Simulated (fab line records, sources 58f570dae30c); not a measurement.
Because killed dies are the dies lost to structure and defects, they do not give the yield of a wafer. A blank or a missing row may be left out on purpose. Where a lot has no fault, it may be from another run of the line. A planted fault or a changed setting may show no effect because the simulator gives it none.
Which tool did it? ; flow berkeley_cmos170 ; 7 lots with 21 wafers sampled at 2 steps, on a route of 331 steps

== WHAT THE GAUGES READ, wafer by wafer ==
UCB170_PWELL_TW_MEAS_17.
lot;measured;on;PWELL_TW
L748;day 3 03:11;film_metro-02;377 376 376
L750;day 3 22:34;film_metro-03;378 378 379
L754;day 4 07:52;film_metro-03;379 379 380
L758;day 5 04:28;film_metro-02;375 375 377
L759;day 5 11:52;film_metro-02;374 375 377
L765;day 6 20:25;film_metro-03;380 380 381
L770;day 7 22:15;film_metro-02;377 377 376

== WHICH TOOL RAN EACH LOT (tool, then ch and the chambers of the sampled wafers, then the start) ==
lot;UCB170_PWELL_ETCH_14
L748;rie_diel-01 ch 0,2, day 3 02:49
L750;rie_diel-04 ch 1,2,3, day 3 22:13
L754;rie_diel-04 ch 2,3, day 4 07:30
L758;rie_diel-01 ch 1,2, day 5 04:07
L759;rie_diel-01 ch 0,1, day 5 11:30
L765;rie_diel-02 ch 2,3, day 6 20:01
L770;rie_diel-01 ch 0,1, day 7 21:54
- UCB170_PWELL_ETCH_14: etches Si3N4 in CH3F/Ar/O2, stops on SiO2, target depth 242 nm, time 151 s.

== THE ANSWER, worked out from the rows above alone ==
Rule: usual is defined by the lots themselves. Put in order of their means at a reading, lots are off if they are a third of the lots or fewer, leave a main group of 4 or more, and stand apart from it by a gap of 3 or more times the standard deviation of the main group's means; of several such gaps the widest counts. The tables above print the reading to a certain number of digits; a main group whose means all agree to those digits is not used. A lot without any number at a reading at which 4 lots or more have one is off too. Any other lot the step has rows for is counted as sound.
None of the lots is off at any reading shown; this tells nothing.

== WHAT WAS PUT IN BY THE SIMULATOR ==
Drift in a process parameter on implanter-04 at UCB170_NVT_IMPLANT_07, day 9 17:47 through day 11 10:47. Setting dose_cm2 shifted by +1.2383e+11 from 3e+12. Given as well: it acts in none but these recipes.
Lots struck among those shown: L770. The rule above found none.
